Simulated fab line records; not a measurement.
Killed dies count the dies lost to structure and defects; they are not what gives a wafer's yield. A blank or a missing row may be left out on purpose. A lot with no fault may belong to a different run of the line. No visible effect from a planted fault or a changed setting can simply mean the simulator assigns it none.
Matching of chambers | flow rit-cmos | RIT_GATE_ETCH_19 on rie-si-02 has 4 sister chambers
The step etches poly-Si in SF6/CHF3/O2, stops on SiO2, time 168.1 s, target depth 312.5 nm. 4 wafers are shown with their chamber, then 9 later ones without.

WAFERS PAIRED WITH THEIR CHAMBERS
wafer  | chamber | throttle-valve-pct (%)
L445.3 | 0       | 10.41
L457.2 | 1       | 10.49
L457.5 | 2       | 10.18
L457.6 | 3       | 10.03

WAFERS MISSING THEIR CHAMBER
wafer  | throttle-valve-pct (%)
L459.3 | 10.48
L459.4 | 10.16
L459.6 | 10.04
L460.2 | 10.47
L460.3 | 10.16
L460.4 | 10.02
L462.1 | 10.40
L462.4 | 10.04
L462.6 | 10.41

EACH ONE'S CHAMBER
wafer  | from the rows above | in truth
L459.3 | 1                   | 1
L459.4 | 2                   | 2
L459.6 | 3                   | 3
L460.2 | 1                   | 1
L460.3 | 2                   | 2
L460.4 | 3                   | 3
L462.1 | 0                   | 0
L462.4 | 3                   | 3
L462.6 | 0                   | 0
Correct placement for 9 of the 9. From these rows, 0 cannot be placed. Placed wrongly: 0.
How it was worked out, from the rows above alone: a wafer's distance from a chamber is the root of the sum, over the readings, of the square of ((its reading less the chamber's mean) divided by the reading's scatter). If the next closest chamber is less than 2 further off than the closest, the wafer can't be placed; otherwise it belongs to the closest. For every chamber, the mean is computed from those of its wafers that are shown. The scatter (one wafer shown for each chamber): square how far every hidden wafer sits from the nearest shown wafer, average those squares and take the square root.
